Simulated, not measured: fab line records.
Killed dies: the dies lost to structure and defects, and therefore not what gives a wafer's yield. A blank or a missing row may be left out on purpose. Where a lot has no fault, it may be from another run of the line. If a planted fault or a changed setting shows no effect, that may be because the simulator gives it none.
Struck lot and sound lot, side by side ; flow rit-cmos ; 14 steps out of a route of 202
Sound: wafers L278.4, L278.5, L278.6. The struck wafers were L292.3, L292.4, L292.6. The cause is given at the end.
Order at every step that has rows: each side's tool, ch and its chambers, its first start. Under that, the readings that differ: sound wafers ; struck wafers ; difference of the means ; sigmas: that difference in standard deviations of wafers without a fault.
alike: a reading whose means differ by less than 2 such deviations, as well as words and numbers matching on both sides. not compared: withheld readings; readings where some wafer has no value; bounds like >300 that might hide an equal value; numbers whose values overlap and for which the record gives no deviation.
A row with sigmas, a row that says differs or no value, or rows on one side alone: a step with any of these is where the two part. Numbers that have no deviation but don't overlap get no sigmas and don't part them. A reading that every wafer of one side lacks parts them only if that side has two wafers or more.

RIT_ACTIVE_BOW_MEAS_00:
  struck on film-metro-04, day 5 09:02; sound on film-metro-02, day 2 11:04
  alike: INCOMING_BOW
then, 1 step without rows for these wafers: RIT_ACTIVE_OXIDATION_01 (target thk 46.8 nm, ox time 3360 s).
RIT_ACTIVE_THK_MEAS_02:
  struck on film-metro-02, day 5 13:38; sound on film-metro-03, day 2 16:47
reading;sound;struck;difference;sigmas
ACTIVE_OXIDE_THK (nm);44.9 44.1 44.7;41.9 42.0 42.3;-2.5;-3
RIT_ACTIVE_CVD_03: deposits Si3N4 from SiH2Cl2/NH3, target thk 150 nm, time 1500 s.
  sound on lpcvd-02 ch 1, day 2 16:49; struck on lpcvd-02 ch 0, day 5 13:41
reading;sound;struck;difference;sigmas
spike-tc-load-C (C);829 828 828;838 839 838;+10;+2
  alike: nh3-flow-sccm, pressure-mtorr
RIT_ACTIVE_THK_MEAS_04:
  struck on film-metro-04, day 5 15:24; sound on film-metro-03, day 2 18:15
reading;sound;struck;difference;sigmas
ACTIVE_NITRIDE_THK (nm);150.3 149.2 149.4;130.2 131.9 129.4;-19.1;-14
  not compared: hold
then, 5 steps without rows for these wafers: RIT_ACTIVE_COAT_06 (resist thk 1000 nm); RIT_ACTIVE_SOFTBAKE_07 (time 60 s); RIT_ACTIVE_EXPOSE_08 (exposes mask M1, target cd 1400 nm); RIT_ACTIVE_PEB_09; RIT_ACTIVE_DEVELOP_10 (develop time 50 s).
RIT_ACTIVE_CD_MEAS_11: target cd 1400 nm.
  struck on cd-sem-01, day 5 19:38; sound on cd-sem-02, day 2 19:19
reading;sound;struck;difference;sigmas
cd-nm (nm);1402.5 1403.4 1404.0;1382.2 1379.5 1378.6;-23.2;-9
  not compared: hold
RIT_ACTIVE_ETCH_13: etches Si3N4 in SF6, stops on SiO2, time 210 s, target depth 210 nm.
  sound on rie-diel-04 ch 0,1,2, day 2 19:36; struck on rie-diel-04 ch 1,2,3, day 5 22:03
reading;sound;struck;difference;sigmas
oes-product-au (a.u.);0.837 0.807 0.825;0.754 0.776 0.744;-0.065;-5
model.ACTIVE.cd-nm (nm);1402 1403 1404;1382 1379 1378;-23;
  alike: drypump-motor-current-A, throttle-valve-pct
  not compared: rf-hours-counter-h
RIT_ACTIVE_STRIP_14: strips in O2, time 180 s.
  sound on plasma-asher-02 ch 0,1, day 2 19:43; struck on plasma-asher-01 ch 0,1, day 5 22:34
  alike: drypump-motor-current-A
  not compared: rf-hours-counter-h
-- the record jumps here: 2 days lie between the struck wafers' starts before and after (it left off in module ACTIVE and takes up again in module M1, whose first step shown is number 202 of the route) --
RIT_M1_PROBE_99:
  struck on prober-02, day 8 05:04; sound on prober-02, day 4 17:32
  alike: killed-at-contacts, killed-at-front-end, killed-dies, killed-open, killed-short

WHERE THEY PART
First at RIT_ACTIVE_THK_MEAS_02; last, within this record, at RIT_ACTIVE_ETCH_13. Later steps at which nothing parts them and some readings are alike: RIT_ACTIVE_STRIP_14, RIT_M1_PROBE_99.

WHY: the cause the simulator had injected
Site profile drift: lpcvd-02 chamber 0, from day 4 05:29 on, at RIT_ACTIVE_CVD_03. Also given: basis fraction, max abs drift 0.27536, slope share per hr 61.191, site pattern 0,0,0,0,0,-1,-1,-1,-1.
